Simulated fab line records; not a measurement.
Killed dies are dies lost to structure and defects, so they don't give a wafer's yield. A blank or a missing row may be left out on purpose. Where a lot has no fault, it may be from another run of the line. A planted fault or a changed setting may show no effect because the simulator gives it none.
Which tool was responsible? || flow berkeleyCmos170 || at 1 step of a route of 331, 7 lots with 21 wafers sampled

## WHAT THE GAUGES READ, wafer by wafer
UCB170_WELLDRIVE_THK_MEAS_02.
{"lot": "L777", "measured": "day 3 18:55", "on": "filmMetro-03", "WELLDRIVE_OXIDE_THK (nm)": "201 198 200"}
{"lot": "L779", "measured": "day 4 02:30", "on": "filmMetro-01", "WELLDRIVE_OXIDE_THK (nm)": "205 200 202"}
{"lot": "L781", "measured": "day 4 05:45", "on": "filmMetro-04", "WELLDRIVE_OXIDE_THK (nm)": "198 198 196"}
{"lot": "L785", "measured": "day 5 06:43", "on": "filmMetro-01", "WELLDRIVE_OXIDE_THK (nm)": "194 194 194"}
{"lot": "L786", "measured": "day 5 14:53", "on": "filmMetro-04", "WELLDRIVE_OXIDE_THK (nm)": "205 200 202"}
{"lot": "L791", "measured": "day 6 18:23", "on": "filmMetro-01", "WELLDRIVE_OXIDE_THK (nm)": "192 196 196"}
{"lot": "L793", "measured": "day 7 04:02", "on": "filmMetro-03", "WELLDRIVE_OXIDE_THK (nm)": "205 205 200"}

## EACH LOT AND THE TOOL THAT RAN IT (in order: tool; ch and the chambers of the sampled wafers; start)
Before these readings, the record contains no process step.

## THE ANSWER, worked out from the rows above alone
Rule: usual is defined by the lots themselves. Put in order of their means at a reading, lots are off if they are a third of the lots or fewer, leave a main group of 4 or more, and stand apart from it by a gap of 3 or more times the standard deviation of the main group's means; of several such gaps the widest counts. A main group whose means are all the same, to the digits that the tables above print for the reading, isn't used. Also off: a lot with no number at a reading for which 4 or more lots have one. The other lots that the step has rows for count as sound.
No lot is off at any reading shown: from this, nothing can be told.

## WHAT THE SIMULATOR HAD PUT IN
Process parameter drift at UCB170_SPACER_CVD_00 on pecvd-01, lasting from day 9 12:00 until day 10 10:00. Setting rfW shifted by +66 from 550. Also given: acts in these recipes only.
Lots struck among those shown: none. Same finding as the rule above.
